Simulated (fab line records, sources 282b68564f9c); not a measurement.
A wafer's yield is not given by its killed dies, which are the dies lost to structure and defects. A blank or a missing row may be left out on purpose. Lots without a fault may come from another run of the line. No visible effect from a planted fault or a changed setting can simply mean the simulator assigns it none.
The tool behind it: which one?    flow rit-cmos    Sampling: 15 lots, 45 wafers, 6 of 202 route steps

WHAT EACH GAUGE READ, for each wafer
RIT_ACTIVE_THK_MEAS_02.
lot   measured     on             ACTIVE_OXIDE_THK (nm)
L671  day 1 12:03  film-metro-02  47.0 46.6 48.0
L674  day 2 03:04  film-metro-01  44.9 45.4 45.0
L676  day 2 13:03  film-metro-01  47.3 47.0 46.7
L677  day 2 18:03  film-metro-02  45.7 45.9 45.6
L678  day 2 23:03  film-metro-02  48.8 47.8 48.4
L679  day 3 04:03  film-metro-01  46.3 46.3 46.4
L681  day 3 14:03  film-metro-02  43.6 44.3 44.0
L682  day 3 19:14  film-metro-02  47.5 47.4 47.2
L683  day 4 00:28  film-metro-02  46.7 46.7 46.5
L684  day 4 06:22  film-metro-04  48.2 48.1 47.6
L685  day 4 10:04  film-metro-04  46.4 46.4 46.5
L686  day 4 16:06  film-metro-02  47.2 47.3 48.0
L688  day 5 01:25  film-metro-01  46.8 48.4 47.3
L693  day 6 02:51  film-metro-01  47.1 47.8 46.9
L694  day 6 07:58  film-metro-02  47.4 47.2 48.0

RIT_NWELL_TW_MEAS_10.
lot   measured     on             NWELL_TW
L671  day 1 21:50  film-metro-04  2166 2175 2176
L674  day 2 12:13  film-metro-03  2141 2155 2144
L676  day 2 23:25  film-metro-02  2128 2119 2122
L677  day 3 04:10  film-metro-03  2152 2165 2152
L678  day 3 09:25  film-metro-03  2168 2160 2150
L679  day 3 12:55  film-metro-03  2149 2146 2146
L681  day 4 00:50  film-metro-04  2189 2179 2187
L682  day 4 06:49  film-metro-03  2167 2166 2169
L683  day 4 10:16  film-metro-02  2133 2138 2136
L684  day 4 15:20  film-metro-02  2006 2004 2012
L685  day 4 20:13  film-metro-03  2029 2039 2040
L686  day 5 00:58  film-metro-04  2051 2067 2059
L688  day 5 11:55  film-metro-04  2191 2197 2200
L693  day 6 14:05  film-metro-04  2197 2192 2188
L694  day 6 19:13  film-metro-03  2141 2133 2129

RIT_WELLDRIVE_RS_MEAS_01: uses a four-point probe to measure.
lot   measured     on             NWELL_RS (ohm/sq)
L671  day 2 05:13  film-metro-03  275.9 275.4 275.0
L674  day 2 19:28  film-metro-02  276.0 275.8 275.5
L676  day 3 06:06  film-metro-03  275.3 275.6 275.2
L677  day 3 11:57  film-metro-03  276.5 275.8 274.9
L678  day 3 16:14  film-metro-03  274.3 273.5 274.1
L679  day 3 19:49  film-metro-03  275.1 275.1 275.8
L681  day 4 07:59  film-metro-03  275.5 275.7 275.9
L682  day 4 13:38  film-metro-03  274.6 275.4 275.8
L683  day 4 18:00  film-metro-04  277.8 277.9 277.9
L684  day 4 22:10  film-metro-04  311.1 310.4 310.0
L685  day 5 03:16  film-metro-03  309.0 309.0 309.2
L686  day 5 07:51  film-metro-04  309.7 309.5 310.8
L688  day 5 19:03  film-metro-02  274.7 274.4 274.0
L693  day 6 21:52  film-metro-04  275.3 276.2 275.7
L694  day 7 03:02  film-metro-02  276.0 275.7 275.7

RIT_PRETRO_OVL_MEAS_06.
lot   measured     on          PRETRO_OVL (nm)
L671  day 2 08:08  overlay-02  1.9 2.5 2.8
L674  day 2 22:08  overlay-02  -1.2 0.7 -2.3
L676  day 3 08:47  overlay-02  0.2 0.2 -2.6
L677  day 3 14:37  overlay-02  0.6 -0.1 0.0
L678  day 3 19:01  overlay-02  0.7 0.5 -1.1
L679  day 3 22:44  overlay-02  -1.4 -1.1 -0.3
L681  day 4 10:55  overlay-02  -2.1 -0.7 -1.9
L682  day 4 16:33  overlay-01  1.9 1.6 2.2
L683  day 4 20:58  overlay-02  -1.4 1.3 0.4
L684  day 5 00:50  overlay-02  0.7 2.8 1.6
L685  day 5 06:03  overlay-01  2.0 0.2 -0.4
L686  day 5 10:47  overlay-01  0.6 -1.7 -1.3
L688  day 5 21:50  overlay-02  -1.6 -1.8 0.3
L693  day 7 00:40  overlay-02  -1.6 -3.2 -2.1
L694  day 7 05:50  overlay-01  0.7 -0.5 -0.4

RIT_GATE_CD_MEAS_16 targets a cd of 150 nm.
lot   measured     on         cd-nm (nm)
L671  day 2 13:49  cd-sem-01  152.2 151.5 149.3
L674  day 3 03:16  cd-sem-01  145.0 148.7 145.0
L676  day 3 15:22  cd-sem-02  148.6 150.6 148.2
L677  day 3 23:22  cd-sem-02  150.6 148.5 150.3
L678  day 4 01:15  cd-sem-02  149.5 145.8 144.9
L679  day 4 07:08  cd-sem-02  150.1 150.2 148.8
L681  day 4 18:58  cd-sem-02  150.5 151.7 151.9
L682  day 4 21:45  cd-sem-01  150.1 150.3 150.2
L683  day 5 04:20  cd-sem-01  151.6 152.0 153.4
L684  day 5 08:08  cd-sem-01  147.3 147.6 146.5
L685  day 5 13:13  cd-sem-02  147.3 148.0 145.8
L686  day 5 19:35  cd-sem-02  148.6 146.6 147.3
L688  day 6 03:38  cd-sem-01  147.8 145.1 149.9
L693  day 7 07:04  cd-sem-01  147.5 147.5 143.6
L694  day 7 13:58  cd-sem-01  152.2 149.6 150.1

EACH LOT AND THE TOOL THAT RAN IT (in order: tool; ch and the chambers of the sampled wafers; start)
lot   RIT_NWELL_IMPLANT_08
L671  implanter-01 ch 0, day 1 21:30
L674  implanter-03 ch 0, day 2 11:55
L676  implanter-01 ch 0, day 2 23:05
L677  implanter-02 ch 0, day 3 03:50
L678  implanter-01 ch 0, day 3 09:03
L679  implanter-03 ch 0, day 3 12:35
L681  implanter-03 ch 0, day 4 00:31
L682  implanter-01 ch 0, day 4 06:29
L683  implanter-03 ch 0, day 4 09:56
L684  implanter-03 ch 0, day 4 15:01
L685  implanter-03 ch 0, day 4 19:54
L686  implanter-03 ch 0, day 5 00:41
L688  implanter-02 ch 0, day 5 11:36
L693  implanter-01 ch 0, day 6 13:46
L694  implanter-02 ch 0, day 6 18:53
- RIT_NWELL_IMPLANT_08

WHAT THE TOOLS THEMSELVES READ (means of the sampled wafers that have a number; where no wafer has one, the mark that the record gives instead)
RIT_NWELL_IMPLANT_08.
lot   tool          beam-energy-keV  dose-ions-cm2  faraday-current-uA  tilt-deg (degrees)
L671  implanter-01  166.81           4.999e+13      158                 6.996
L674  implanter-03  166.83           4.998e+13      158                 7.015
L676  implanter-01  166.84           4.999e+13      162                 7.016
L677  implanter-02  166.84           4.999e+13      158                 7.045
L678  implanter-01  166.81           5.000e+13      159                 6.987
L679  implanter-03  166.89           5.008e+13      156                 7.001
L681  implanter-03  166.81           4.997e+13      157                 6.996
L682  implanter-01  166.82           4.998e+13      158                 7.005
L683  implanter-03  166.81           4.999e+13      157                 7.018
L684  implanter-03  166.82           4.147e+13      129                 7.007
L685  implanter-03  166.80           4.145e+13      132                 6.982
L686  implanter-03  166.73           4.145e+13      132                 6.992
L688  implanter-02  166.78           4.999e+13      158                 6.989
L693  implanter-01  166.76           5.003e+13      156                 6.992
L694  implanter-02  166.82           4.995e+13      158                 6.985

THE ANSWER, worked out from the rows above alone
Rule: the lots themselves supply what counts as usual. The widest of any qualifying gaps counts: lots, ordered by their means at a reading, are off when they make up no more than a third of the lots, leave a main group of 4 or more, and stand apart from it by 3 or more times the standard deviation of that group's means. A main group is skipped when, at the precision printed for the reading in the tables above, its means are all equal. A lot without any number at a reading at which 4 lots or more have one is off too. All remaining lots with rows at the step are treated as sound. First the gauges in route order, then the tools' own readings, where a lot's mean is used as printed above. At the first step where some lot is off, the reading lying furthest off is the one used; lots without a number count as furthest.
Off: at RIT_WELLDRIVE_RS_MEAS_01 (NWELL_RS), L684, L685, L686. For the main group the mean is 275.5 ohm/sq and the standard deviation 0.9.
A tool fits if, at a process step before that reading, it ran every lot that is off, and no sound lot after the first of them. The gauges at RIT_WELLDRIVE_RS_MEAS_01 aren't tried: what is off there is off at RIT_NWELL_IMPLANT_08 too, on other tools, and a gauge's error can't cause that. One fits: implanter-03 at RIT_NWELL_IMPLANT_08. Its last sound lot is L683 (day 4 09:56), its first lot that is off L684 (day 4 15:01): a fault that began between those two fits.
The tool's own readings at RIT_NWELL_IMPLANT_08 bear it out: on the lots that are off they differ by more than 5 times the standard deviation of the sound lots' means. dose-ions-cm2 reads 4.146e+13 there against 5.000e+13 on the sound lots; faraday-current-uA reads 131 there against 158 on the sound lots.

WHAT WAS PUT IN BY THE SIMULATOR
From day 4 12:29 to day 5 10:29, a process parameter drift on implanter-03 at RIT_NWELL_IMPLANT_08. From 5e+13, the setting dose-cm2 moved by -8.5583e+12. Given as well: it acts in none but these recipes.
Struck lots among those shown: L684, L685, L686. The same result came from the rule above.
